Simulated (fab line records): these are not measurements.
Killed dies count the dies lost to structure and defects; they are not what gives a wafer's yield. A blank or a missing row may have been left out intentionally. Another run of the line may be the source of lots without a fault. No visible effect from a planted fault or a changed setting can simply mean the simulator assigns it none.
A lot that was struck, set against a sound lot + flow rit-cmos + 15 out of 202 route steps
Sound: these wafers, L359.1, L359.5, L359.6. Wafers L368.1, L368.5, L368.6 were the ones struck. The cause is given at the end.
Order at every step that has rows: each side's tool, ch and its chambers, its first start. Under that, the readings that differ: sound wafers + struck wafers + difference of the means + sigmas: that difference in standard deviations of wafers without a fault.
alike: a reading whose means differ by less than 2 such deviations, as well as words and numbers matching on both sides. not compared: withheld readings; readings where some wafer has no value; bounds like >300 that might hide an equal value; numbers whose values overlap and for which the record gives no deviation.
Wherever a step has rows on one side only, a row that says differs or no value, or a row with sigmas, the two part there. Numbers that don't overlap but have no deviation are shown without sigmas and don't part them. Lack of a reading on every wafer of one side parts them only where that side has two or more wafers.

first, 4 steps without rows for these wafers: RIT_PSD_SOFTBAKE_02 (time 60 s); RIT_PSD_EXPOSE_03 (exposes mask M10, target cd 40900 nm); RIT_PSD_PEB_04; RIT_PSD_DEVELOP_05 (develop time 50 s).
RIT_PSD_OVL_MEAS_06:
  sound on overlay-02, day 3 21:18; struck on overlay-02, day 5 17:53
  alike: PSD_OVL
then, 2 steps without rows for these wafers: RIT_PSD_HARDBAKE_07 (time 60 s); RIT_PSD_IMPLANT_08.
RIT_PSD_STRIP_09: strips in O2, time 180 s.
  sound on plasma-asher-01 ch 0,1, day 3 21:38; struck on plasma-asher-03 ch 0,1, day 5 18:14
  alike: drypump-motor-current-A
  not compared: rf-hours-counter-h
RIT_PSD_TW_MEAS_10:
  sound on film-metro-04, day 3 21:49; struck on film-metro-03, day 5 18:24
  alike: PSD_TW
then, 3 steps without rows for these wafers: RIT_SDANNEAL_CLEAN_00 (cleans in SC1, time 600 s); RIT_SDANNEAL_CLEAN_01 (cleans in dHF, time 30 s); RIT_SDANNEAL_CLEAN_02 (cleans in SC2, time 600 s).
RIT_SDANNEAL_RTA_03: time 5 s.
  sound on rtp-anneal-02 ch 0, day 3 22:14; struck on rtp-anneal-01 ch 0, day 5 18:52
| reading          | sound                | struck               | difference | sigmas |
|------------------|----------------------|----------------------|------------|--------|
| wafer_temp_C_max | 1054.5 1052.9 1053.2 | 1014.5 1013.3 1014.9 | -39.3      | -33    |
  alike: chamber-o2-ppm
RIT_SDANNEAL_RS_MEAS_04: measurement is done with a four-point probe.
  sound on film-metro-04, day 3 22:18; struck on film-metro-04, day 5 19:17
| reading         | sound                | struck               | difference | sigmas      |
|-----------------|----------------------|----------------------|------------|-------------|
| PSD_RS (ohm/sq) | 115.99 116.10 116.19 | 144.31 144.45 144.36 | +28.28     | +99 or more |
  not compared: hold
RIT_M1_PROBE_99:
  rows exist in the record for the sound wafers here (prober-02, day 4 05:41), none for the struck ones

WHERE THEY PART
First at RIT_SDANNEAL_RTA_03; last, within this record, at RIT_M1_PROBE_99.

WHY: the cause the simulator had injected
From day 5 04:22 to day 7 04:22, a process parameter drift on rtp-anneal-01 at RIT_SDANNEAL_RTA_03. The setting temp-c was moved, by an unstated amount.
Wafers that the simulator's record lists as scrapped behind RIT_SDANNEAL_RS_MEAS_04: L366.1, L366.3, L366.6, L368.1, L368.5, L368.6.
